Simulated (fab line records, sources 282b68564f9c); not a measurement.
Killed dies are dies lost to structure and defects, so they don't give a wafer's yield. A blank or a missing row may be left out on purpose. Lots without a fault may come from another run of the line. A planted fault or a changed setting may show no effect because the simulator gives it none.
Problem report in the 8D (eight disciplines) form, filled by code | flow rit_cmos | the parts of the form that need people (team, actions taken, sign-off) are left out

1. THE PROBLEM
rf_fwd_power_W at RIT_GATE_ETCH_19 reads a mean of 184.8 W on 3 wafers of 2 lots; wafers without a fault read 159.5 W with a standard deviation of 0.47. That is +54 standard deviations from the usual mean.
The step: etches poly-Si in SF6/CHF3/O2, stops on SiO2, time 165 s, target depth 312.5 nm.
First seen on wafer L495.6, day 4 09:58, on rie_si-01. The record holds 42 wafers of 14 lots with a number at this step. Rule for "out", or "out of limits": more than 4 standard deviations from the usual mean. The other wafers with a number count as sound.

2. WHAT IT IS AND WHAT IT IS NOT
question                    | is                     | is not
which readings at this step | rf_fwd_power_W         | drypump_motor_current_A, oes_product_au, throttle_valve_pct
which lots                  | L495, L499             | L487, L488, L489, L490, L491, L492, L493, L498, L504, L506, L508, L510
which wafers of those lots  | L495.6, L499.1, L499.6 | L495.2, L495.5, L499.5
read on which tools         | rie_si-01              | rie_si-02
when                        | from day 4 09:58       | up to then (23 sound wafers); but 16 sound wafers of L498, L499, L504, L506, L508, L510 came after

3. SUSPECTS, AND WHAT RULES EACH OUT
Counting: a tool at a process step up to the reading stays a suspect if it ran every lot that is out. Sound lots after the first of them don't rule it out here, since some wafers of a struck lot are sound.
- rie_si-01 at RIT_GATE_ETCH_19 (etches poly-Si in SF6/CHF3/O2, stops on SiO2, time 165 s, target depth 312.5 nm): kept. It ran every lot that is out, first L495 (day 4 09:58); its last sound lot up to then is L493 (day 3 20:59). Its own readings are out on those wafers: rf_fwd_power_W.
- Within rie_si-01 at RIT_GATE_ETCH_19: the wafers that are out ran in chamber 1; their sound lot-mates ran in chambers 0, 2, 3.
Left after counting: rie_si-01 at RIT_GATE_ETCH_19.

4. THE CAUSE (what the simulator had put in)
Process parameter drift: rie_si-01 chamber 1, from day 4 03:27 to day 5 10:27, at RIT_GATE_ETCH_19. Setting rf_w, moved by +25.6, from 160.
Counting left only this tool.

5. THE CHAIN OF EFFECTS, in route order
Each row: a reading whose mean over the struck wafers that have a number lies more than 3 standard deviations from the usual. Only readings for which the record gives a usual standard deviation are gone through. hours: the time from each lot's start at the first step in this table that gives one to its start at this step, as a median over the lots. sigmas: the change in usual standard deviations.
hours | step             | reading        | usual   | on struck wafers | change | sigmas
0     | RIT_GATE_ETCH_19 | rf_fwd_power_W | 159.5 W | 184.8            | +25.3  | +54
The process steps in it:
- RIT_GATE_ETCH_19: etches poly-Si in SF6/CHF3/O2, stops on SiO2, time 165 s, target depth 312.5 nm.
Later measuring or inspecting steps at which every struck wafer that the step has a row for has a number for every such reading, and none has moved that far: RIT_PSD_TW_MEAS_10, RIT_CONTACT_THK_MEAS_01.

6. WHAT WOULD HAVE CAUGHT IT SOONER
In this record the first reading out of limits was taken at day 4 09:58, 7 hours after the fault began at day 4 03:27.
